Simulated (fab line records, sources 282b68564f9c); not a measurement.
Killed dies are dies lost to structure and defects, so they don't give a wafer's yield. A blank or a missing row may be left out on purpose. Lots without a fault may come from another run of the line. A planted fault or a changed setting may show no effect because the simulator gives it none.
A struck lot beside a sound one | flow rit_cmos | 43 steps out of a route of 202
Sound: wafers L310.2, L310.3, L310.5. Struck: wafers L323.2, L323.3, L323.6. The cause comes at the end.
At each step with rows: each side's tool, then ch and its chambers, then its first start. Under that, the readings that differ: sound wafers | struck wafers | difference of the means | sigmas: that difference in standard deviations of wafers without a fault.
alike: readings whose means differ by less than 2 such deviations, and words and numbers that are the same on both sides. not compared: withheld readings, readings that some wafer has no value for, bounds like >300 that may hide the same value, and numbers for which the record gives no deviation and whose values overlap.
The two part at a step that has a row with sigmas, a row that says differs or no value, or rows on one side only. Numbers that don't overlap but have no deviation are shown without sigmas and don't part them. A reading that every wafer of one side lacks parts them only if that side has two wafers or more.

first, 1 step without rows for these wafers: RIT_PRETRO_IMPLANT_08.
RIT_PRETRO_STRIP_09: strips in O2, time 180 s.
  sound on plasma_asher-02 ch 1, day 3 18:53; struck on plasma_asher-02 ch 0,1, day 6 07:46
  alike: drypump_motor_current_A
  not compared: rf_hours_counter_h
RIT_PRETRO_TW_MEAS_10:
  sound on film_metro-01, day 3 19:04; struck on film_metro-04, day 6 07:56
  reading   | sound             | struck            | difference | sigmas
  PRETRO_TW | 477.0 478.3 475.4 | 484.3 481.7 484.3 | +6.5       | +2
then, 5 steps without rows for these wafers: RIT_GATE_WET_ETCH_00 (etches SiO2 in BOE, target depth 56 nm, time 60 s); RIT_GATE_CLEAN_01 (cleans in SC1, time 600 s); RIT_GATE_CLEAN_02 (cleans in dHF, time 30 s); RIT_GATE_CLEAN_03 (cleans in SC2, time 600 s); RIT_GATE_CLEAN_04 (cleans in dHF, time 60 s).
RIT_FOX2_THK_MEAS_91:
  sound on film_metro-04, day 3 19:46; struck on film_metro-01, day 6 08:26
  alike: FIELD_OXIDE_LEFT_2_THK
then, 2 steps without rows for these wafers: RIT_GATE_OXIDATION_05 (target thk 3 nm, ox time 270 s); RIT_GATE_ANNEAL_06 (time 600 s).
RIT_GATE_THK_MEAS_07:
  sound on film_metro-02, day 3 23:09; struck on film_metro-01, day 6 09:49
  reading             | sound          | struck         | difference | sigmas
  GATE_OXIDE_THK (nm) | 3.17 3.07 3.10 | 2.79 2.85 2.84 | -0.29      | -4
RIT_GATE_CVD_08: deposits poly-Si from SiH4, target thk 250 nm, time 2220 s.
  sound on lpcvd-02 ch 1, day 3 23:12; struck on lpcvd-02 ch 0, day 6 10:37
  reading                                  | sound             | struck            | difference | sigmas
  pressure_mtorr (mTorr)                   | 301.0 300.6 300.6 | 359.6 359.9 359.5 | +58.9      | +99 or more
  model.poly-Si_of_GATE_CVD_08.thk_nm (nm) | 247.1 246.2 248.1 | 272.5 273.4 274.2 | +26.2      |
RIT_GATE_THK_MEAS_09:
  sound on film_metro-04, day 4 00:50; struck on film_metro-04, day 6 12:28
  reading            | sound             | struck            | difference | sigmas
  GATE_POLY_THK (nm) | 247.0 246.3 248.1 | 272.7 273.3 274.1 | +26.2      | +14
  not compared: hold
then, 5 steps without rows for these wafers: RIT_GATE_COAT_11 (resist thk 850 nm); RIT_GATE_SOFTBAKE_12 (time 60 s); RIT_GATE_EXPOSE_13 (exposes mask M6, target cd 150 nm); RIT_GATE_PEB_14; RIT_GATE_DEVELOP_15 (develop time 50 s).
RIT_GATE_CD_MEAS_16: target cd 150 nm.
  sound on cd_sem-01, day 4 01:53; struck on cd_sem-01, day 6 15:19
  reading    | sound             | struck            | difference | sigmas
  cd_nm (nm) | 147.5 148.7 144.6 | 154.9 155.8 156.2 | +8.7       | +3
RIT_GATE_OVL_MEAS_17:
  sound on overlay-01, day 4 01:59; struck on overlay-01, day 6 15:26
  alike: GATE_OVL
then, 1 step without rows for these wafers: RIT_GATE_HARDBAKE_18 (time 60 s).
RIT_GATE_ETCH_19: etches poly-Si in SF6/CHF3/O2, stops on SiO2, time 165 s, target depth 312.5 nm.
  sound on rie_si-02 ch 1,3, day 4 02:30; struck on rie_si-01 ch 1,2,3, day 6 15:37
  reading                          | sound             | struck            | difference | sigmas
  oes_product_au (a.u.)            | 0.835 0.826 0.830 | 0.919 0.875 0.907 | +0.070     | +6
  model.etch.depth_nm (nm)         | 247.1 246.2 248.1 | 272.5 273.4 274.2 | +26.2      |
  model.GATE.feature_depth_nm (nm) | 247.1 246.2 248.1 | 272.5 273.4 274.2 | +26.2      |
  alike: drypump_motor_current_A, throttle_valve_pct
  not compared: rf_hours_counter_h
RIT_GATE_STRIP_20: strips in O2, time 180 s.
  sound on plasma_asher-01 ch 0,1, day 4 02:37; struck on plasma_asher-01 ch 0,1, day 6 15:43
  alike: drypump_motor_current_A
  not compared: rf_hours_counter_h
RIT_GATE_CD_MEAS_90: target cd 150 nm.
  sound on cd_sem-01, day 4 02:55; struck on cd_sem-01, day 6 15:55
  reading    | sound             | struck            | difference | sigmas
  cd_nm (nm) | 147.9 148.8 145.2 | 155.1 156.1 156.9 | +8.7       | +3
then, 4 steps without rows for these wafers: RIT_REOX_CLEAN_00 (cleans in SC1, time 600 s); RIT_REOX_CLEAN_01 (cleans in dHF, time 30 s); RIT_REOX_CLEAN_02 (cleans in SC2, time 600 s); RIT_REOX_OXIDATION_03 (target thk 25.2 nm, ox time 5580 s).
RIT_REOX_THK_MEAS_04:
  sound on film_metro-04, day 4 07:46; struck on film_metro-04, day 6 19:29
  alike: REOX_OXIDE_THK
then, 6 steps without rows for these wafers: RIT_NLDD_HMDS_00 (prime time 60 s); RIT_NLDD_COAT_01 (resist thk 1000 nm); RIT_NLDD_SOFTBAKE_02 (time 60 s); RIT_NLDD_EXPOSE_03 (exposes mask M7, target cd 40700 nm); RIT_NLDD_PEB_04; RIT_NLDD_DEVELOP_05 (develop time 50 s).
RIT_NLDD_OVL_MEAS_06:
  sound on overlay-02, day 4 08:45; struck on overlay-02, day 6 20:29
  alike: NLDD_OVL
then, 2 steps without rows for these wafers: RIT_NLDD_HARDBAKE_07 (time 60 s); RIT_NLDD_IMPLANT_08.
RIT_NLDD_STRIP_09: strips in O2, time 180 s.
  sound on plasma_asher-04 ch 0,1, day 4 09:19; struck on plasma_asher-01 ch 0,1, day 6 20:49
  alike: drypump_motor_current_A
  not compared: rf_hours_counter_h
RIT_NLDD_TW_MEAS_10:
  sound on film_metro-01, day 4 09:31; struck on film_metro-01, day 6 20:59
  alike: NLDD_TW
RIT_SDANNEAL_CLEAN_02: cleans in SC2, time 600 s.
  sound on wet_bench-01 ch 1, day 4 17:10; struck on wet_bench-03 ch 1, day 7 07:09
  reading                                  | sound           | struck            | difference | sigmas
  model.poly-Si_of_GATE_CVD_08.thk_nm (nm) | 160.1 158 160.3 | 184.8 186.7 187.8 | +27.0      |
RIT_M1_PROBE_99:
  sound on prober-02, day 5 01:01; struck on prober-01, day 7 15:10
  alike: killed_at_M0_to_M3, killed_at_contacts, killed_at_front_end, killed_dies, killed_on_rim, killed_open, killed_short

WHERE THEY PART
First at RIT_PRETRO_TW_MEAS_10; last, within this record, at RIT_GATE_CD_MEAS_90. Later steps at which nothing parts them and some readings are alike: RIT_REOX_THK_MEAS_04, RIT_NLDD_OVL_MEAS_06, RIT_NLDD_STRIP_09, RIT_NLDD_TW_MEAS_10, RIT_M1_PROBE_99.

WHY: what the simulator had put in
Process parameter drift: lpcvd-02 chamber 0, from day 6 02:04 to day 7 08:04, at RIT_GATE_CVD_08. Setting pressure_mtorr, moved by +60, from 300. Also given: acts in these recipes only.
